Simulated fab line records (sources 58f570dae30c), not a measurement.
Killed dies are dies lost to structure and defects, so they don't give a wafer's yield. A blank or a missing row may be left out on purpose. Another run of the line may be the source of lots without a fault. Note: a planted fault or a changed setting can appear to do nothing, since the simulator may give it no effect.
Which tool was responsible? :: flow berkeleyCmos170 :: at 1 step of a route of 331, 14 lots with 42 wafers sampled

## WHAT EACH GAUGE READ, for each wafer
UCB170_FIELD_THK_MEAS_91.
lot: L220
measured: day 5 14:23
on: filmMetro-03
FIELD_OXIDE_LEFT_2_THK (nm): 357 357 345

lot: L221
measured: day 5 14:31
on: filmMetro-02
FIELD_OXIDE_LEFT_2_THK (nm): 346 355 350

lot: L223
measured: day 5 18:09
on: filmMetro-03
FIELD_OXIDE_LEFT_2_THK (nm): 372 373 379

lot: L222
measured: day 5 18:35
on: filmMetro-02
FIELD_OXIDE_LEFT_2_THK (nm): 378 362 366

lot: L225
measured: day 6 14:41
on: filmMetro-03
FIELD_OXIDE_LEFT_2_THK (nm): 349 354 354

lot: L229
measured: day 7 18:34
on: filmMetro-02
FIELD_OXIDE_LEFT_2_THK (nm): 340 352 343

lot: L232
measured: day 8 14:06
on: filmMetro-01
FIELD_OXIDE_LEFT_2_THK (nm): 356 357 348

lot: L234
measured: day 8 14:06
on: filmMetro-02
FIELD_OXIDE_LEFT_2_THK (nm): 361 357 347

lot: L233
measured: day 8 14:20
on: filmMetro-03
FIELD_OXIDE_LEFT_2_THK (nm): 341 344 351

lot: L237
measured: day 9 04:29
on: filmMetro-03
FIELD_OXIDE_LEFT_2_THK (nm): 360 352 356

lot: L238
measured: day 9 08:28
on: filmMetro-03
FIELD_OXIDE_LEFT_2_THK (nm): 362 370 363

lot: L239
measured: day 9 19:41
on: filmMetro-02
FIELD_OXIDE_LEFT_2_THK (nm): 355 359 364

lot: L240
measured: day 10 03:34
on: filmMetro-02
FIELD_OXIDE_LEFT_2_THK (nm): 335 343 336

lot: L241
measured: day 10 04:02
on: filmMetro-03
FIELD_OXIDE_LEFT_2_THK (nm): 360 370 357

## TOOL THAT RAN EACH LOT (tool first, then ch and the chambers of the sampled wafers, then the start)
No process step before these readings appears in the record.

## WHAT THE TOOLS THEMSELVES READ (means of the sampled wafers that have a number; where no wafer has one, the mark that the record gives instead)
The record holds no such reading with a usual standard deviation.

## THE ANSWER, worked out from the rows above alone
Rule: usual is defined by the lots themselves. Put in order of their means at a reading, lots are off if they are a third of the lots or fewer, leave a main group of 4 or more, and stand apart from it by a gap of 3 or more times the standard deviation of the main group's means; of several such gaps the widest counts. A main group is skipped when, at the precision printed for the reading in the tables above, its means are all equal. Also off: a lot with no number at a reading for which 4 or more lots have one. All remaining lots with rows at the step are treated as sound. The gauges are gone through in route order, then the tools' own readings, and for those a lot's mean is taken as printed above. The first step at which some lot is off is used, and at that step the reading that is off furthest; a lot without a number counts as furthest.
Across all readings shown, no lot is off: no conclusion can be drawn from this.

## WHAT HAD BEEN PUT IN BY THE SIMULATOR
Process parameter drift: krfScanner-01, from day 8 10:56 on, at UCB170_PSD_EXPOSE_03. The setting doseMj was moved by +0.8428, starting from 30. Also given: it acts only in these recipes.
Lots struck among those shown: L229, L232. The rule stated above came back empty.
